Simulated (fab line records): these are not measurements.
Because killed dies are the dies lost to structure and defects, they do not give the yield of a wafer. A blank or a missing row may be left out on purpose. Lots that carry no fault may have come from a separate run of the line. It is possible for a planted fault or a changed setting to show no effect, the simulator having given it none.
One fault through the eyes of 2 desks | flow rit-cmos | what lay behind the numbers comes last; until then each desk has only its own

## FROM THE METROLOGY DESK
Lot by lot, what the gauges showed, no matter which tool ran the lot: averages of those sampled wafers that carry a number. Any lot whose mean is over 4 standard deviations away from the usual mean is out of limits and marked OUT; that distance is given in the brackets.
Columns: A = CONTACT_TEOS_THK at RIT_CONTACT_THK_MEAS_01, usual 398 nm
lot  | first seen here | A
L540 | day 3 08:05     | 401
L542 | day 3 18:52     | 403
L543 | day 3 22:49     | 400
L544 | day 4 03:01     | 402
L545 | day 4 07:39     | 393
L546 | day 4 13:46     | 404
L547 | day 4 19:37     | 397
L552 | day 5 19:27     | 366 (-6.1) OUT
L553 | day 6 01:02     | 401
L555 | day 6 10:38     | 362 (-7.0) OUT
L557 | day 6 20:27     | 407
L559 | day 7 07:05     | 395
L560 | day 7 11:12     | 404
L562 | day 7 20:37     | 394
Per this desk, out of limits: L552, L555; the first was L552, day 5 19:27 (CONTACT_TEOS_THK at RIT_CONTACT_THK_MEAS_01). Within limits: L540, L542, L543, L544, L545, L546, L547, L553, L557, L559, L560, L562.

## DESK OF THE TOOL OWNER: pecvd-04
The tool's own readings at RIT_CONTACT_CVD_00 (deposits SiO2 from TEOS, target thk 400 nm, time 61 s): means of the sampled wafers that have a number, for each lot that ran on this tool. Any lot whose mean is over 4 standard deviations away from the usual mean is out of limits and marked OUT; that distance is given in the brackets.
Columns: A = heater-power-w at RIT_CONTACT_CVD_00, usual 321 W
lot  | first seen here | A
L540 | day 3 08:02     | 318
L543 | day 3 22:46     | 285
L546 | day 4 13:43     | 306
L552 | day 5 19:23     | 311
L555 | day 6 10:34     | 301
This desk's verdict: no lot among the 5 shows anything out of limits.

## PUT TOGETHER
On L552, L555, the metrology desk was in a position to raise an alarm at day 5 19:27.
Nothing out of limits was seen by the tool owner's desk.
On record at the tool owner's desk: L552, L555, within its limits.
Every lot named ran RIT_CONTACT_CVD_00 on pecvd-04.

## WHAT WAS PUT IN BY THE SIMULATOR
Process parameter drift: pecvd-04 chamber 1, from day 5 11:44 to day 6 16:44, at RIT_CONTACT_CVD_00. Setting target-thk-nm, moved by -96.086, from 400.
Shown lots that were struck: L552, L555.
Time in hours between the start of the fault and the first out-of-limits reading at each desk: metrology desk, 8.
